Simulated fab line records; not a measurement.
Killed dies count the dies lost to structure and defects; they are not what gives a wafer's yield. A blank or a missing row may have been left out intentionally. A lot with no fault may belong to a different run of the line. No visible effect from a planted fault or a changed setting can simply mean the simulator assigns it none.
Struck lot and sound lot, side by side | flow rit-cmos | 14 out of 202 route steps
Sound: wafers L171.3, L171.4, L171.6. The struck wafers were L179.2, L179.4, L179.5. The cause comes at the end.
Per side, at each step with rows, come the tool, then ch with its chambers, and then its first start. Under that, the readings that differ: sound wafers | struck wafers | difference of the means | sigmas: that difference in standard deviations of wafers without a fault.
alike: a reading whose means differ by less than 2 such deviations, as well as words and numbers matching on both sides. not compared: withheld readings; readings where some wafer has no value; bounds like >300 that might hide an equal value; numbers whose values overlap and for which the record gives no deviation.
The two part at a step that has a row with sigmas, a row that says differs or no value, or rows on one side only. When numbers do not overlap yet have no deviation, they are printed without sigmas and do not part them. A reading missing from all wafers of one side parts the sides only when that side holds two or more wafers.

first, 3 steps without rows for these wafers: RIT_NRETRO_EXPOSE_03 (exposes mask M4, target cd 43900 nm); RIT_NRETRO_PEB_04; RIT_NRETRO_DEVELOP_05 (develop time 68 s).
RIT_NRETRO_OVL_MEAS_06:
  sound on overlay-02 at day 3 20:52; struck on overlay-01 at day 5 14:56
  alike: NRETRO_OVL
then, 2 steps without rows for these wafers: RIT_NRETRO_HARDBAKE_07 (time 120 s); RIT_NRETRO_IMPLANT_08.
RIT_NRETRO_STRIP_09: strips in O2, time 180 s.
  sound on plasma-asher-02 ch 0,1, day 3 21:21; struck on plasma-asher-02 ch 0, day 5 15:22
  alike: drypump-motor-current-A, o2-flow-sccm
  not compared: rf-hours-counter-h
RIT_NRETRO_TW_MEAS_10:
  sound on film-metro-04 at day 3 21:29; struck on film-metro-04 at day 5 15:32
  alike: NRETRO_TW
then, 4 steps without rows for these wafers: RIT_PRETRO_HMDS_00 (prime time 60 s); RIT_PRETRO_COAT_01 (resist thk 1300 nm); RIT_PRETRO_SOFTBAKE_02 (time 60 s); RIT_PRETRO_EXPOSE_03 (exposes mask M5, target cd 43700 nm).
RIT_PRETRO_PEB_04:
  struck on litho-track-03, day 5 16:19; sound on litho-track-04 ch 0, day 3 22:16
  reading         | sound          | struck | difference                    | sigmas
  exhaust-pa (Pa) | 46.1 46.6 46.9 | - - -  | no value on the struck wafers |
  not compared: chill-plate-temp-C
then, 1 step without rows for these wafers: RIT_PRETRO_DEVELOP_05 (develop time 68 s).

== WHERE THEY PART ==
Only at RIT_PRETRO_PEB_04, as far as this record shows.

WHY: whatever the simulator had introduced
Beginning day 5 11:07, the whole step at RIT_PRETRO_PEB_04 was skipped on litho-track-03. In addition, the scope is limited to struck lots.
